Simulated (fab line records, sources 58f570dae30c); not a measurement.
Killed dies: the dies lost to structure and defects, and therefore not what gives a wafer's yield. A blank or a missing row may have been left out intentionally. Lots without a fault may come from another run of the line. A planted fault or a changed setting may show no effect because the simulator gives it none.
Which tool was responsible? ; flow berkeley_cmos170 ; 42 wafers from 14 lots sampled at 6 of the route's 331 steps

## WHAT THE GAUGES SHOWED, per wafer
UCB170_GATE_OVL_MEAS_13. Usual: for GATE_OVL the level is 0 nm and the standard deviation is 5.5.
lot;measured;on;GATE_OVL (nm);flag
L426;day 5 09:04;overlay-02;-4 8 3;
L429;day 6 19:55;overlay-01;-15 -5 -14;
L432;day 7 05:55;overlay-02;7 11 4;
L431;day 7 11:46;overlay-01;-3 3 5;
L433;day 7 16:59;overlay-02;0 1 2;
L435;day 7 17:14;overlay-01;-11 -3 -2;
L434;day 7 17:21;overlay-02;1 -3 2;
L436;day 8 02:37;overlay-01;0 5 2;
L437;day 8 18:32;overlay-02;6 3 5;
L438;day 9 03:54;overlay-01;-7 -2 -1;
L442;day 9 15:31;overlay-02;-2 -5 1;
L443;day 9 19:17;overlay-01;3 3 6;
L449;day 10 12:49;overlay-02;-13 -7 -11;
L448;day 10 13:01;overlay-02;-6 -6 -10;

UCB170_SDANNEAL_RS_MEAS_02: uses a four-point probe to measure. Usual: for PSD_RS the level is 75.46 ohm/sq and the standard deviation is 0.27.
lot;measured;on;PSD_RS (ohm/sq);flag
L426;day 5 23:42;film_metro-02;75.43 74.94 75.17;
L429;day 7 08:37;film_metro-03;75.79 75.54 75.20;
L432;day 7 22:56;film_metro-01;75.61 75.52 75.39;
L431;day 8 01:48;film_metro-02;75.09 75.32 75.04;
L433;day 8 09:43;film_metro-03;75.04 75.09 75.37;
L435;day 8 09:55;film_metro-02;75.50 75.50 75.55;
L434;day 8 09:16;film_metro-02;75.48 75.23 75.59;
L436;day 9 01:16;film_metro-03;75.53 75.83 75.59;
L437;day 9 08:07;film_metro-02;75.63 75.44 75.65;
L438;day 9 19:54;film_metro-02;75.58 75.32 75.40;
L442;day 10 03:55;film_metro-03;75.66 75.68 75.62;
L443;day 10 07:40;film_metro-01;75.90 75.99 75.92;
L449;day 11 05:16;film_metro-02;72.19 72.48 72.60;OFF
L448;day 11 07:04;film_metro-01;72.75 72.94 72.80;OFF

## EACH LOT AND THE TOOL THAT RAN IT (in order: tool; ch and the chambers of the sampled wafers; start)
lot;UCB170_GATE_ETCH_14;UCB170_PSD_IMPLANT_08;UCB170_PSD_STRIP_09;UCB170_SDANNEAL_RTA_00
L426;rie_diel-01 ch 1,2,3, day 5 09:06;implanter-02 ch 0, day 5 20:36;plasma_asher-03 ch 0,1, day 5 20:44;rtp_anneal-01 ch 0, day 5 23:34
L429;rie_diel-02 ch 1,2, day 6 19:56;implanter-02 ch 0, day 7 05:48;plasma_asher-03 ch 0,1, day 7 05:57;rtp_anneal-02 ch 0, day 7 08:29
L432;rie_diel-03 ch 0,2,3, day 7 05:57;implanter-04 ch 0, day 7 16:47;plasma_asher-03 ch 0,1, day 7 16:56;rtp_anneal-02 ch 0, day 7 22:48
L431;rie_diel-01 ch 0,3, day 7 11:48;implanter-02 ch 0, day 7 21:15;plasma_asher-02 ch 0,1, day 7 21:22;rtp_anneal-02 ch 0, day 8 01:40
L433;rie_diel-03 ch 0,1, day 7 17:01;implanter-02 ch 0, day 8 04:57;plasma_asher-02 ch 0,1, day 8 05:06;rtp_anneal-01 ch 0, day 8 09:35
L435;rie_diel-01 ch 0,2,3, day 7 17:16;implanter-04 ch 0, day 8 04:47;plasma_asher-04 ch 0,1, day 8 04:56;rtp_anneal-02 ch 0, day 8 09:47
L434;rie_diel-02 ch 0,3, day 7 17:23;implanter-01 ch 0, day 8 04:41;plasma_asher-03 ch 0, day 8 04:50;rtp_anneal-02 ch 0, day 8 09:08
L436;rie_diel-02 ch 0,2,3, day 8 02:39;implanter-02 ch 0, day 8 18:31;plasma_asher-03 ch 0,1, day 8 18:44;rtp_anneal-01 ch 0, day 9 01:09
L437;rie_diel-03 ch 2,3, day 8 18:34;implanter-01 ch 0, day 9 04:12;plasma_asher-03 ch 0,1, day 9 04:20;rtp_anneal-01 ch 0, day 9 07:59
L438;rie_diel-01 ch 0,2, day 9 03:56;implanter-02 ch 0, day 9 15:56;plasma_asher-02 ch 0,1, day 9 16:05;rtp_anneal-02 ch 0, day 9 19:47
L442;rie_diel-03 ch 1,2,3, day 9 15:33;implanter-04 ch 0, day 9 23:43;plasma_asher-04 ch 0,1, day 9 23:49;rtp_anneal-02 ch 0, day 10 03:46
L443;rie_diel-01 ch 0,1,2, day 9 19:19;implanter-02 ch 0, day 10 03:54;plasma_asher-02 ch 0,1, day 10 04:03;rtp_anneal-02 ch 0, day 10 07:32
L449;rie_diel-02 ch 1,2,3, day 10 12:50;implanter-02 ch 0, day 10 23:37;plasma_asher-02 ch 0,1, day 10 23:45;rtp_anneal-02 ch 0, day 11 05:08
L448;rie_diel-01 ch 1,2, day 10 13:04;implanter-02 ch 0, day 10 23:52;plasma_asher-02 ch 0,1, day 11 00:01;rtp_anneal-02 ch 0, day 11 06:56
- UCB170_GATE_ETCH_14: etches BARC in N2/H2.
- UCB170_PSD_IMPLANT_08
- UCB170_PSD_STRIP_09: strips in O2.
- UCB170_SDANNEAL_RTA_00: time 10 s.

## WHAT THE TOOLS THEMSELVES READ (means of the sampled wafers that have a number; where no wafer has one, the mark that the record gives instead)
UCB170_GATE_ETCH_14. Usual: drypump_motor_current_A 5.8 A, standard deviation 0.42; oes_product_au 1.001 a.u., standard deviation 0.02; throttle_valve_pct 13.38 %, standard deviation 0.25.
lot;tool;drypump_motor_current_A (A);oes_product_au (a.u.);throttle_valve_pct (%);flag
L426;rie_diel-01;5.6;1.001;13.39;
L429;rie_diel-02;5.8;0.997;13.43;
L432;rie_diel-03;5.9;1.016;13.27;
L431;rie_diel-01;5.1;1.016;13.76;
L433;rie_diel-03;6.0;1.013;13.34;
L435;rie_diel-01;5.4;1.011;13.61;
L434;rie_diel-02;5.9;0.984;13.37;
L436;rie_diel-02;5.9;0.988;13.44;
L437;rie_diel-03;5.9;0.982;13.23;
L438;rie_diel-01;5.7;1.002;13.45;
L442;rie_diel-03;6.0;0.992;13.29;
L443;rie_diel-01;5.6;1.000;13.29;
L449;rie_diel-02;5.7;0.999;13.46;
L448;rie_diel-01;5.8;0.999;13.08;

UCB170_PSD_IMPLANT_08. Usual: dose_ions_cm2 3e+15, standard deviation 3.2e+12; faraday_current_uA 9269, standard deviation 190.
lot;tool;dose_ions_cm2;faraday_current_uA;flag
L426;implanter-02;3e+15;9101;
L429;implanter-02;3e+15;9291;
L432;implanter-04;3e+15;9270;
L431;implanter-02;3e+15;9268;
L433;implanter-02;3e+15;9192;
L435;implanter-04;3e+15;9317;
L434;implanter-01;3e+15;9239;
L436;implanter-02;3e+15;9273;
L437;implanter-01;3e+15;9226;
L438;implanter-02;3e+15;9392;
L442;implanter-04;3e+15;9355;
L443;implanter-02;3e+15;9292;
L449;implanter-02;3e+15;9636;
L448;implanter-02;3e+15;9846;OFF

UCB170_PSD_STRIP_09. Usual: drypump_motor_current_A 5.5 A, standard deviation 0.43; oes_product_au 0.601 a.u., standard deviation 0.0048; strip_time_to_endpoint_s 29.40 s, standard deviation 0.079.
lot;tool;drypump_motor_current_A (A);oes_product_au (a.u.);strip_time_to_endpoint_s (s);flag
L426;plasma_asher-03;5.1;0.594;29.40;
L429;plasma_asher-03;5.1;0.605;29.36;
L432;plasma_asher-03;5.1;0.600;29.40;
L431;plasma_asher-02;6.1;0.598;29.44;
L433;plasma_asher-02;6.0;0.602;29.53;
L435;plasma_asher-04;5.5;0.600;29.35;
L434;plasma_asher-03;5.2;0.601;29.38;
L436;plasma_asher-03;5.1;0.598;29.39;
L437;plasma_asher-03;5.2;0.601;29.47;
L438;plasma_asher-02;6.1;0.607;29.47;
L442;plasma_asher-04;5.5;0.599;29.41;
L443;plasma_asher-02;6.0;0.603;29.41;
L449;plasma_asher-02;6.0;0.592;30.08;OFF
L448;plasma_asher-02;6.0;0.593;29.85;OFF

UCB170_SDANNEAL_RTA_00. Usual: lamp_power_pct 25.5 %, standard deviation 0.49; wafer_temp_C_max 904.5, standard deviation 1.2.
lot;tool;lamp_power_pct (%);wafer_temp_C_max;flag
L426;rtp_anneal-01;26.0;905.5;
L429;rtp_anneal-02;25.1;903.3;
L432;rtp_anneal-02;25.0;903.0;
L431;rtp_anneal-02;25.1;903.7;
L433;rtp_anneal-01;26.0;905.2;
L435;rtp_anneal-02;25.1;904.2;
L434;rtp_anneal-02;25.1;904.3;
L436;rtp_anneal-01;26.1;905.5;
L437;rtp_anneal-01;26.0;905.2;
L438;rtp_anneal-02;25.1;904.1;
L442;rtp_anneal-02;25.0;904.8;
L443;rtp_anneal-02;25.1;904.2;
L449;rtp_anneal-02;25.1;904.0;
L448;rtp_anneal-02;25.1;904.8;

## THE ANSWER, worked out from the rows above alone
Rule: a lot is off if the mean of its wafers that have a number lies more than 3 standard deviations from the usual mean. A lot without any number at a reading at which 4 lots or more have one is off too. The other lots that the step has rows for count as sound. Order of review: gauges by route order, followed by the tools' own readings, for which a lot's mean as printed above is used. At the first step where some lot is off, the reading lying furthest off is the one used; lots without a number count as furthest.
Off: L449, L448, at UCB170_SDANNEAL_RS_MEAS_02 (PSD_RS).
If a tool, at a process step before that reading, ran all the lots that are off and no sound lot after the first of them, it fits. Not tried: the gauges at UCB170_SDANNEAL_RS_MEAS_02; whatever is off there is also off at UCB170_PSD_STRIP_09, on other tools, and gauge error can't account for it. Can't be told from this: 3 tools fit, implanter-02 at UCB170_PSD_IMPLANT_08, plasma_asher-02 at UCB170_PSD_STRIP_09, rtp_anneal-02 at UCB170_SDANNEAL_RTA_00.

## WHAT WAS PUT IN BY THE SIMULATOR
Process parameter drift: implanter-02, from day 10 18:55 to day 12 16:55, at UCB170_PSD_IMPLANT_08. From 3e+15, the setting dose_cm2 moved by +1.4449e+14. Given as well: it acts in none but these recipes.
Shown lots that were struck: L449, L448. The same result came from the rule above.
